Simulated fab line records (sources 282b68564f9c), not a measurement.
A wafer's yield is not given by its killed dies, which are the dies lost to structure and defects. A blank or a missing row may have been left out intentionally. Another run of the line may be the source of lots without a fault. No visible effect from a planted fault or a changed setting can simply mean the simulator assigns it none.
A lot that was struck, set against a sound lot || flow rit-cmos || 15 steps out of a route of 202
Sound: the wafers L447.1, L447.3, L447.6. The struck wafers were L453.1, L453.2, L453.5. The cause is named last.
For every step that has rows: the tool of each side, followed by ch and its chambers, followed by its first start. Under that, the readings that differ: sound wafers || struck wafers || difference of the means || sigmas: that difference in standard deviations of wafers without a fault.
alike: readings with means less than 2 such deviations apart, plus words and numbers identical on both sides. not compared: withheld readings, readings lacking a value on some wafer, bounds such as >300 that could conceal the same value, and numbers that have no deviation in the record and whose values overlap.
A row with sigmas, a row that says differs or no value, or rows on one side alone: a step with any of these is where the two part. Non-overlapping numbers with no deviation appear without sigmas and do not part them. A reading that every wafer of one side lacks parts them only if that side has two wafers or more.

RIT_M1_SPUTTER_00: material Al, target thk 400 nm, time 500 s.
  sound on pvd-sputter-02, day 4 16:42; struck on pvd-sputter-02, day 5 17:50
  alike: throttle-valve-pct
RIT_M1_RS_MEAS_01: a four-point-probe measurement.
  sound on film-metro-02, day 4 17:00; struck on film-metro-01, day 5 18:07
  alike: M1_AL_RS
RIT_M1_THK_MEAS_02: measures by xrf.
  sound on film-metro-02, day 4 17:07; struck on film-metro-01, day 5 18:14
  alike: M1_AL_THK
then, 6 steps without rows for these wafers: RIT_M1_HMDS_03 (prime time 60 s); RIT_M1_COAT_04 (resist thk 1300 nm); RIT_M1_SOFTBAKE_05 (time 60 s); RIT_M1_EXPOSE_06 (exposes mask M12, target cd 2600 nm); RIT_M1_PEB_07; RIT_M1_DEVELOP_08 (develop time 68 s).
RIT_M1_CD_MEAS_09: the cd target is 2600 nm.
  sound on cd-sem-01, day 4 18:04; struck on cd-sem-02, day 5 19:19
  alike: cd-nm
RIT_M1_OVL_MEAS_10:
  sound on overlay-02, day 4 18:11; struck on overlay-01, day 5 19:26
  alike: M1_OVL
then, 1 step without rows for these wafers: RIT_M1_HARDBAKE_11 (time 120 s).
RIT_M1_METAL_ETCH_12: etches Al in Cl2/BCl3, stops on SiO2, time 165 s, target depth 600 nm.
  sound on rie-metal-01 ch 1, day 4 18:39; struck on rie-metal-01 ch 0,1, day 5 19:43
{"reading": "rf-fwd-power-W (W)", "sound": "249.1 249.5 249.1", "struck": "278.9 278.6 277.3", "difference": "+29.0", "sigmas": "+39"}
{"reading": "model.NOVOLAK_of_M1_COAT_04.thk-nm (nm)", "sound": "816.5 808.7 813.3", "struck": "767.9 776.5 779.2", "difference": -38.3, "sigmas": ""}
  alike: bcl3-flow-sccm, drypump-motor-current-A, oes-product-au, throttle-valve-pct
  not compared: rf-hours-counter-h
then, 1 step without rows for these wafers: RIT_M1_STRIP_13 (strips in nmp, time 600 s).
RIT_M1_PROBE_99:
  sound on prober-01, day 4 20:54; struck on prober-01, day 5 22:02
{"reading": "sort_bin_3_pad_short (%)", "sound": "0 0 0", "struck": "0 1.1 0.4", "difference": "+0", "sigmas": "+2"}
  alike: defect-limited-yield, killed-at-contacts, killed-at-front-end, killed-dies, killed-open, killed-short, sort_bin_5_function, sort_bin_6_memory, sort-n-pass, sort-yield-pct
  not compared: model.etest.antenna-m1.vt-shift-v

== WHERE THEY PART ==
First at RIT_M1_METAL_ETCH_12; last, within this record, at RIT_M1_PROBE_99.

WHY: whatever the simulator had introduced
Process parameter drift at RIT_M1_METAL_ETCH_12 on rie-metal-01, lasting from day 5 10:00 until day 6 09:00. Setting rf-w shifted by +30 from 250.
